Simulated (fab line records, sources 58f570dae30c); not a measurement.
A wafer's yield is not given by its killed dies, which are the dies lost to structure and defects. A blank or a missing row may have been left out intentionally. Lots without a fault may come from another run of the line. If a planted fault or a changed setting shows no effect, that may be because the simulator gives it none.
Split-lot trial / flow berkeley-cmos170 / 23 wafers read across 5 lots, on a route 331 steps long

ON THE SPLIT
At UCB170_SPACER_CVD_00 (deposits SiO2 from TEOS/O2, target thk 376 nm, time 47 s), the setting time-s was moved away from the recipe's 47 s on 5 of the 23 wafers read, by -12.1% to +9.3%. The other wafers ran this setting at the recipe's value.

FROM THE SPLIT TO THE READING: what the file shows between them, 2 steps
- UCB170_SPACER_THK_MEAS_01
- UCB170_SPACER_ANNEAL_02: time 1800 s

THE READING
oes-product-au, in a.u., at UCB170_SPACER_ETCHBACK_03 (etches SiO2 in CHF3/CF4/Ar, stops on Si, target depth 376 nm, time 100 s). A value of 0.901 a.u. with a standard deviation of 0.017 a.u. is what fault-free wafers of this fab line usually give.

wafer=L075.1; tool, chamber at the split=pecvd-02, 0; time-s as run, s=47; against the recipe=recipe; oes-product-au, a.u.=0.909; against lot-mates on the recipe=-
wafer=L075.2; tool, chamber at the split=pecvd-02, 1; time-s as run, s=51.35; against the recipe=+9.3%; oes-product-au, a.u.=0.951; against lot-mates on the recipe=+0.038
wafer=L075.4; tool, chamber at the split=pecvd-02, 0; time-s as run, s=51.35; against the recipe=+9.3%; oes-product-au, a.u.=0.975; against lot-mates on the recipe=+0.062
wafer=L075.5; tool, chamber at the split=pecvd-02, 2; time-s as run, s=51.35; against the recipe=+9.3%; oes-product-au, a.u.=0.987; against lot-mates on the recipe=+0.074
wafer=L075.6; tool, chamber at the split=pecvd-02, 1; time-s as run, s=47; against the recipe=recipe; oes-product-au, a.u.=0.916; against lot-mates on the recipe=-
wafer=L076.2; tool, chamber at the split=pecvd-03, 1; time-s as run, s=41.32; against the recipe=-12.1%; oes-product-au, a.u.=0.833; against lot-mates on the recipe=-0.066
wafer=L076.3; tool, chamber at the split=pecvd-03, 0; time-s as run, s=47; against the recipe=recipe; oes-product-au, a.u.=0.893; against lot-mates on the recipe=-
wafer=L076.4; tool, chamber at the split=pecvd-03, 2; time-s as run, s=41.32; against the recipe=-12.1%; oes-product-au, a.u.=0.831; against lot-mates on the recipe=-0.068
wafer=L076.5; tool, chamber at the split=pecvd-03, 0; time-s as run, s=47; against the recipe=recipe; oes-product-au, a.u.=0.902; against lot-mates on the recipe=-
wafer=L076.6; tool, chamber at the split=pecvd-03, 1; time-s as run, s=47; against the recipe=recipe; oes-product-au, a.u.=0.902; against lot-mates on the recipe=-
wafer=L077.1; tool, chamber at the split=pecvd-04, 2; time-s as run, s=47; against the recipe=recipe; oes-product-au, a.u.=0.867; against lot-mates on the recipe=-
wafer=L077.2; tool, chamber at the split=pecvd-04, 0; time-s as run, s=47; against the recipe=recipe; oes-product-au, a.u.=0.886; against lot-mates on the recipe=-
wafer=L077.3; tool, chamber at the split=pecvd-04, 1; time-s as run, s=47; against the recipe=recipe; oes-product-au, a.u.=0.892; against lot-mates on the recipe=-
wafer=L077.4; tool, chamber at the split=pecvd-04, 1; time-s as run, s=47; against the recipe=recipe; oes-product-au, a.u.=0.883; against lot-mates on the recipe=-
wafer=L077.5; tool, chamber at the split=pecvd-04, 0; time-s as run, s=47; against the recipe=recipe; oes-product-au, a.u.=0.878; against lot-mates on the recipe=-
wafer=L083.2; tool, chamber at the split=pecvd-02, 0; time-s as run, s=47; against the recipe=recipe; oes-product-au, a.u.=0.867; against lot-mates on the recipe=-
wafer=L083.3; tool, chamber at the split=pecvd-02, 2; time-s as run, s=47; against the recipe=recipe; oes-product-au, a.u.=0.889; against lot-mates on the recipe=-
wafer=L083.4; tool, chamber at the split=pecvd-02, 1; time-s as run, s=47; against the recipe=recipe; oes-product-au, a.u.=0.904; against lot-mates on the recipe=-
wafer=L083.5; tool, chamber at the split=pecvd-02, 2; time-s as run, s=47; against the recipe=recipe; oes-product-au, a.u.=0.898; against lot-mates on the recipe=-
wafer=L083.6; tool, chamber at the split=pecvd-02, 0; time-s as run, s=47; against the recipe=recipe; oes-product-au, a.u.=0.901; against lot-mates on the recipe=-
wafer=L085.3; tool, chamber at the split=pecvd-02, 1; time-s as run, s=47; against the recipe=recipe; oes-product-au, a.u.=0.916; against lot-mates on the recipe=-
wafer=L085.4; tool, chamber at the split=pecvd-02, 2; time-s as run, s=47; against the recipe=recipe; oes-product-au, a.u.=0.898; against lot-mates on the recipe=-
wafer=L085.5; tool, chamber at the split=pecvd-02, 0; time-s as run, s=47; against the recipe=recipe; oes-product-au, a.u.=0.889; against lot-mates on the recipe=-

THE FIT
A straight line over all 23 wafers: oes-product-au changes by +0.0066 a.u. for each +1% of time-s; r = +0.91; the points scatter about the line by 0.016 a.u.
The same after taking each lot's own level away (the mean of its wafers on the recipe; 23 wafers): +0.0059 a.u. for each +1%; r = +0.94; scatter 0.011 a.u.
On that fit, the largest move of time-s shifts the reading by 0.071 a.u.
Measured against the standard deviation above, the lots' own levels, which go from 0.8812 to 0.9125 a.u., span 1.8 times it.
So the slope is not independent of the lot-to-lot level: the two fits are not the same.
Check: for one of the wafers moved furthest among these (-12.1%), held out of the fit, the line's prediction against its lot-mates is -0.0725 a.u. It came out at -0.066 a.u. against them.

OTHER SPLITS ON THESE WAFERS
Before the reading, these wafers also passed through other splits. Each is held against what the fit with the lots' levels taken away leaves over:
other split on the same wafers=UCB170_PLDD_DEVELOP_05 develop-time-s; wafers away from the commonest value=7; r with oes-product-au (lot level and that fit taken away)=+0.01
other split on the same wafers=UCB170_NLDD_COAT_01 resist-thk-nm; wafers away from the commonest value=4; r with oes-product-au (lot level and that fit taken away)=-0.06

THE WHOLE CHAIN: every reading that the file lists as answering this split, in the file's order
step=UCB170_SPACER_CVD_00; what it does=deposits SiO2 from TEOS/O2, target thk 376 nm, time 47 s; reading=SiO2_of_SPACER_CVD_00.thk-nm (the simulator's own value, which no gauge read); change (the file's fit)=+3.8 nm for each +1% of the setting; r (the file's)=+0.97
step=UCB170_SPACER_THK_MEAS_01; what it does=; reading=SPACER_TEOS_THK; change (the file's fit)=+3.79 for each +1% of the setting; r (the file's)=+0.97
step=UCB170_SPACER_ETCHBACK_03; what it does=etches SiO2 in CHF3/CF4/Ar, stops on Si, target depth 376 nm, time 100 s; reading=oes-product-au; change (the file's fit)=+0.00582 a.u. for each +1% of the setting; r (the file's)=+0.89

THE FILE'S OWN FIT
oes-product-au changes by +0.00582 a.u. for each +1% of time-s, r = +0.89.
